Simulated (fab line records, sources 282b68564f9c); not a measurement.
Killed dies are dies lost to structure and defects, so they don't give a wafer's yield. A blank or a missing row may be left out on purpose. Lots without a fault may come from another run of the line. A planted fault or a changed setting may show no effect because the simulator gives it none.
Which tool did it? | flow rit_cmos | 12 lots, 36 wafers sampled, at 2 steps of a route of 202

WHAT THE GAUGES READ, wafer by wafer
RIT_PRETRO_TW_MEAS_10.
lot  | measured    | on            | PRETRO_TW
L734 | day 2 09:10 | film_metro-02 | 475.8 473.2 474.8
L735 | day 2 13:43 | film_metro-02 | 470.9 470.4 474.3
L736 | day 2 18:11 | film_metro-02 | 472.9 474.1 472.4
L737 | day 2 22:42 | film_metro-01 | 479.2 477.2 479.6
L738 | day 3 04:34 | film_metro-02 | 470.8 473.1 471.9
L739 | day 3 09:45 | film_metro-02 | 470.5 470.5 471.0
L740 | day 3 13:34 | film_metro-01 | 479.5 479.2 479.4
L741 | day 3 18:22 | film_metro-04 | 476.7 477.4 476.2
L743 | day 4 06:07 | film_metro-04 | 785.6 783.4 786.6
L744 | day 4 09:22 | film_metro-04 | 786.2 787.8 787.2
L745 | day 4 15:31 | film_metro-02 | 779.2 779.8 781.2
L746 | day 4 19:50 | film_metro-01 | 793.9 787.9 790.2

WHICH TOOL RAN EACH LOT (tool, then ch and the chambers of the sampled wafers, then the start)
lot  | RIT_PRETRO_IMPLANT_08
L734 | implanter-01 ch 0, day 2 08:51
L735 | implanter-01 ch 0, day 2 13:25
L736 | implanter-03 ch 0, day 2 17:52
L737 | implanter-03 ch 0, day 2 22:23
L738 | implanter-04 ch 0, day 3 04:14
L739 | implanter-01 ch 0, day 3 09:17
L740 | implanter-01 ch 0, day 3 13:15
L741 | implanter-03 ch 0, day 3 18:02
L743 | implanter-01 ch 0, day 4 05:47
L744 | implanter-01 ch 0, day 4 09:02
L745 | implanter-01 ch 0, day 4 15:13
L746 | implanter-01 ch 0, day 4 19:33
- RIT_PRETRO_IMPLANT_08

WHAT THE TOOLS THEMSELVES READ (means of the sampled wafers that have a number; where no wafer has one, the mark that the record gives instead)
RIT_PRETRO_IMPLANT_08.
lot  | tool         | faraday_current_uA
L734 | implanter-01 | 38.1
L735 | implanter-01 | 38.2
L736 | implanter-03 | 37.8
L737 | implanter-03 | 37.4
L738 | implanter-04 | 37.9
L739 | implanter-01 | 38.5
L740 | implanter-01 | 39.0
L741 | implanter-03 | 37.6
L743 | implanter-01 | 39.1
L744 | implanter-01 | 37.8
L745 | implanter-01 | 37.8
L746 | implanter-01 | 38.2

THE ANSWER, worked out from the rows above alone
Rule: what is usual is taken from the lots themselves. Put in order of their means at a reading, lots are off if they are a third of the lots or fewer, leave a main group of 4 or more, and stand apart from it by a gap of 3 or more times the standard deviation of the main group's means; of several such gaps the widest counts. A main group whose means are all the same, to the digits that the tables above print for the reading, isn't used. A lot without any number at a reading at which 4 lots or more have one is off too. The other lots that the step has rows for count as sound. The gauges are gone through in route order, then the tools' own readings, and for those a lot's mean is taken as printed above. The first step at which some lot is off is used, and at that step the reading that is off furthest; a lot without a number counts as furthest.
Off: L743, L744, L745, L746, at RIT_PRETRO_TW_MEAS_10 (PRETRO_TW). The main group: mean 474.6, standard deviation 3.1.
A tool fits if, at a process step before that reading, it ran every lot that is off, and no sound lot after the first of them. The gauges at RIT_PRETRO_TW_MEAS_10 are tried like those tools. One fits: implanter-01 at RIT_PRETRO_IMPLANT_08. Its last sound lot is L740 (day 3 13:15), its first lot that is off L743 (day 4 05:47): a fault that began between those two fits.

WHAT THE SIMULATOR HAD PUT IN
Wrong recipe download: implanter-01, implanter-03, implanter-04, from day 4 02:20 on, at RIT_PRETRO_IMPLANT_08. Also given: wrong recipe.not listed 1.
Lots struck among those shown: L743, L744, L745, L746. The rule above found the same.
